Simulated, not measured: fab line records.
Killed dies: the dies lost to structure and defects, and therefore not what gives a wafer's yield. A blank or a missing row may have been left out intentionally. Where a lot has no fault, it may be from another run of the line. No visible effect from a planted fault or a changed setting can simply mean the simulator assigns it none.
What tool caused it? ; flow berkeleyCmos170 ; Sampling: 14 lots, 42 wafers, 2 of 331 route steps

## WHAT THE GAUGES READ, wafer by wafer
UCB170_NWELL_THK_MEAS_02.
lot;measured;on;NWELL_OXIDE_THK (nm)
L761;day 2 06:04;filmMetro-01;25.9 26.0 25.9
L762;day 2 13:06;filmMetro-02;26.7 25.7 26.3
L764;day 2 19:53;filmMetro-01;26.2 25.8 26.5
L765;day 2 19:57;filmMetro-01;26.3 26.8 26.4
L766;day 3 12:05;filmMetro-01;26.1 26.3 26.0
L767;day 3 12:05;filmMetro-02;25.7 26.2 25.7
L769;day 4 00:30;filmMetro-03;26.8 26.7 26.7
L771;day 4 08:24;filmMetro-03;26.3 26.6 26.8
L775;day 5 07:10;filmMetro-02;25.7 26.7 26.4
L777;day 5 18:16;filmMetro-02;27.1 26.8 26.6
L779;day 6 01:20;filmMetro-02;26.0 26.0 26.4
L778;day 6 01:20;filmMetro-01;26.5 26.3 25.9
L780;day 6 13:14;filmMetro-03;25.9 25.8 25.3
L782;day 6 22:19;filmMetro-03;25.8 26.3 25.9

## WHAT TOOL EACH LOT RAN ON (gives the tool, then ch and the chambers of the sampled wafers, and finally the start)
lot;UCB170_ZERO_HMDS_00
L761;lithoTrack-03 ch 0, day 1 22:46
L762;lithoTrack-04 ch 0, day 2 05:22
L764;lithoTrack-04 ch 0, day 2 14:25
L765;lithoTrack-03 ch 0, day 2 14:25
L766;lithoTrack-03 ch 0, day 3 03:30
L767;lithoTrack-04 ch 0, day 3 07:26
L769;lithoTrack-01 ch 0, day 3 17:25
L771;lithoTrack-01 ch 0, day 4 01:41
L775;lithoTrack-01 ch 0, day 5 00:31
L777;lithoTrack-03 ch 0, day 5 10:11
L779;lithoTrack-04 ch 0, day 5 16:54
L778;lithoTrack-01 ch 0, day 5 16:55
L780;lithoTrack-03 ch 0, day 6 07:38
L782;lithoTrack-03 ch 0, day 6 13:06
- UCB170_ZERO_HMDS_00: prime time 60 s.

## WHAT THE TOOLS THEMSELVES READ (means of the sampled wafers that have a number; where no wafer has one, the mark that the record gives instead)
UCB170_ZERO_HMDS_00.
lot;tool;primeTempC (C)
L761;lithoTrack-03;100.02
L762;lithoTrack-04;100.11
L764;lithoTrack-04;100.17
L765;lithoTrack-03;99.97
L766;lithoTrack-03;100.12
L767;lithoTrack-04;100.10
L769;lithoTrack-01;100.13
L771;lithoTrack-01;100.16
L775;lithoTrack-01;103.31
L777;lithoTrack-03;100.01
L779;lithoTrack-04;100.05
L778;lithoTrack-01;103.18
L780;lithoTrack-03;100.08
L782;lithoTrack-03;100.00

## THE ANSWER, worked out from the rows above alone
Rule: what is usual is taken from the lots themselves. Put in order of their means at a reading, lots are off if they are a third of the lots or fewer, leave a main group of 4 or more, and stand apart from it by a gap of 3 or more times the standard deviation of the main group's means; of several such gaps the widest counts. The tables above print the reading to a certain number of digits; a main group whose means all agree to those digits is not used. A lot without any number at a reading at which 4 lots or more have one is off too. All remaining lots with rows at the step are treated as sound. First the gauges in route order, then the tools' own readings, where a lot's mean is used as printed above. The first step at which some lot is off is used, and at that step the reading that is off furthest; a lot without a number counts as furthest.
Off: L775, L778, at UCB170_ZERO_HMDS_00 (primeTempC). Mean 100.08 C and standard deviation 0.063 in the main group.
A tool fits if, at that step or a process step before it, it ran every lot that is off, and no sound lot after the first of them. One fits: lithoTrack-01 at UCB170_ZERO_HMDS_00. Its last sound lot is L771 (day 4 01:41), its first lot that is off L775 (day 5 00:31): a fault that began between those two fits.
The tool's own readings at UCB170_ZERO_HMDS_00 bear it out: on the lots that are off they differ by more than 5 times the standard deviation of the sound lots' means. primeTempC reads 103.25 C there against 100.08 C on the sound lots.

## WHAT HAD BEEN PUT IN BY THE SIMULATOR
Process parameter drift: lithoTrack-01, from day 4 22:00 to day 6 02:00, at UCB170_ZERO_HMDS_00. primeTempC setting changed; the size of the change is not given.
Lots struck among those shown: L775, L778. The same result came from the rule above.
